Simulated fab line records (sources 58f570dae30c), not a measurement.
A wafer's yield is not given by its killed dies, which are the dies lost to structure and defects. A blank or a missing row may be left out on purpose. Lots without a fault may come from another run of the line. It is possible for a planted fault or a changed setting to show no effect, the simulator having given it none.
Which of the tools did it? || flow berkeley-cmos170 || 14 lots (42 wafers sampled), 1 step of a 331-step route

## WHAT EACH GAUGE READ, for each wafer
No reading from a measuring or inspecting step in the record can be judged against a usual standard deviation.

## EACH LOT AND THE TOOL THAT RAN IT (in order: tool; ch and the chambers of the sampled wafers; start)
{"lot": "L392", "UCB170_CONTACT_PEB_13": "litho-track-01 ch 0, day 7 03:23"}
{"lot": "L393", "UCB170_CONTACT_PEB_13": "litho-track-03 ch 0, day 7 04:18"}
{"lot": "L391", "UCB170_CONTACT_PEB_13": "litho-track-02 ch 0, day 7 05:20"}
{"lot": "L398", "UCB170_CONTACT_PEB_13": "litho-track-03 ch 0, day 8 06:24"}
{"lot": "L399", "UCB170_CONTACT_PEB_13": "litho-track-01 ch 0, day 8 15:37"}
{"lot": "L401", "UCB170_CONTACT_PEB_13": "litho-track-02 ch 0, day 9 09:44"}
{"lot": "L400", "UCB170_CONTACT_PEB_13": "litho-track-01 ch 0, day 9 09:52"}
{"lot": "L403", "UCB170_CONTACT_PEB_13": "litho-track-02 ch 0, day 9 14:42"}
{"lot": "L402", "UCB170_CONTACT_PEB_13": "litho-track-02 ch 0, day 9 14:59"}
{"lot": "L406", "UCB170_CONTACT_PEB_13": "litho-track-01 ch 0, day 10 02:40"}
{"lot": "L404", "UCB170_CONTACT_PEB_13": "litho-track-01 ch 0, day 10 02:58"}
{"lot": "L408", "UCB170_CONTACT_PEB_13": "litho-track-01 ch 0, day 10 20:45"}
{"lot": "L412", "UCB170_CONTACT_PEB_13": "litho-track-01 ch 0, day 11 18:25"}
{"lot": "L413", "UCB170_CONTACT_PEB_13": "litho-track-01 ch 0, day 11 20:16"}
- UCB170_CONTACT_PEB_13

## AS READ BY THE TOOLS THEMSELVES (means over the sampled wafers that have a number; for cases with no such wafer, the mark the record gives instead)
UCB170_CONTACT_PEB_13.
{"lot": "L392", "tool": "litho-track-01", "exhaust-pa (Pa)": 44.9, "heater-power-total-W (W)": 56.80}
{"lot": "L393", "tool": "litho-track-03", "exhaust-pa (Pa)": 45.4, "heater-power-total-W (W)": 56.81}
{"lot": "L391", "tool": "litho-track-02", "exhaust-pa (Pa)": 43.5, "heater-power-total-W (W)": 56.78}
{"lot": "L398", "tool": "litho-track-03", "exhaust-pa (Pa)": 44.4, "heater-power-total-W (W)": 56.81}
{"lot": "L399", "tool": "litho-track-01", "exhaust-pa (Pa)": 45.1, "heater-power-total-W (W)": 56.78}
{"lot": "L401", "tool": "litho-track-02", "exhaust-pa (Pa)": 45.8, "heater-power-total-W (W)": 56.79}
{"lot": "L400", "tool": "litho-track-01", "exhaust-pa (Pa)": 43.7, "heater-power-total-W (W)": 56.84}
{"lot": "L403", "tool": "litho-track-02", "exhaust-pa (Pa)": 45.0, "heater-power-total-W (W)": 56.78}
{"lot": "L402", "tool": "litho-track-02", "exhaust-pa (Pa)": 44.1, "heater-power-total-W (W)": 56.85}
{"lot": "L406", "tool": "litho-track-01", "exhaust-pa (Pa)": 45.8, "heater-power-total-W (W)": 56.80}
{"lot": "L404", "tool": "litho-track-01", "exhaust-pa (Pa)": 43.7, "heater-power-total-W (W)": 56.78}
{"lot": "L408", "tool": "litho-track-01", "exhaust-pa (Pa)": 45.5, "heater-power-total-W (W)": 56.85}
{"lot": "L412", "tool": "litho-track-01", "exhaust-pa (Pa)": 45.4, "heater-power-total-W (W)": 57.20}
{"lot": "L413", "tool": "litho-track-01", "exhaust-pa (Pa)": 45.5, "heater-power-total-W (W)": 57.19}

## THE ANSWER, worked out from the rows above alone
Rule: the lots themselves supply what counts as usual. Put in order of their means at a reading, lots are off if they are a third of the lots or fewer, leave a main group of 4 or more, and stand apart from it by a gap of 3 or more times the standard deviation of the main group's means; of several such gaps the widest counts. The tables above print the reading to a certain number of digits; a main group whose means all agree to those digits is not used. Also off: a lot with no number at a reading for which 4 or more lots have one. The other lots that the step has rows for count as sound. After the gauges, taken in route order, come the tools' own readings; for these a lot's mean is taken, as printed above. The first step at which some lot is off is used, and at that step the reading that is off furthest; a lot without a number counts as furthest.
Off, at UCB170_CONTACT_PEB_13 on heater-power-total-W: L412, L413. Main group: mean 56.81 W, sd 0.026.
A tool fits if, at that step or a process step before it, it ran every lot that is off, and no sound lot after the first of them. One candidate fits, namely litho-track-01 at UCB170_CONTACT_PEB_13. Its last sound lot is L408 (day 10 20:45), its first lot that is off L412 (day 11 18:25): a fault that began between those two fits.
On the lots that are off, the tool's own readings at UCB170_CONTACT_PEB_13 differ by more than 5 times the standard deviation of the sound lots' means, which bears it out; heater-power-total-W reads 57.20 W there versus 56.81 W on the sound lots.

## WHAT WAS PUT IN BY THE SIMULATOR
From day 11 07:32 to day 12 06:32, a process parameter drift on litho-track-01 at UCB170_CONTACT_PEB_13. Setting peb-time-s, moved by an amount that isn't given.
Shown lots that were struck: L412, L413. The rule above found the same.
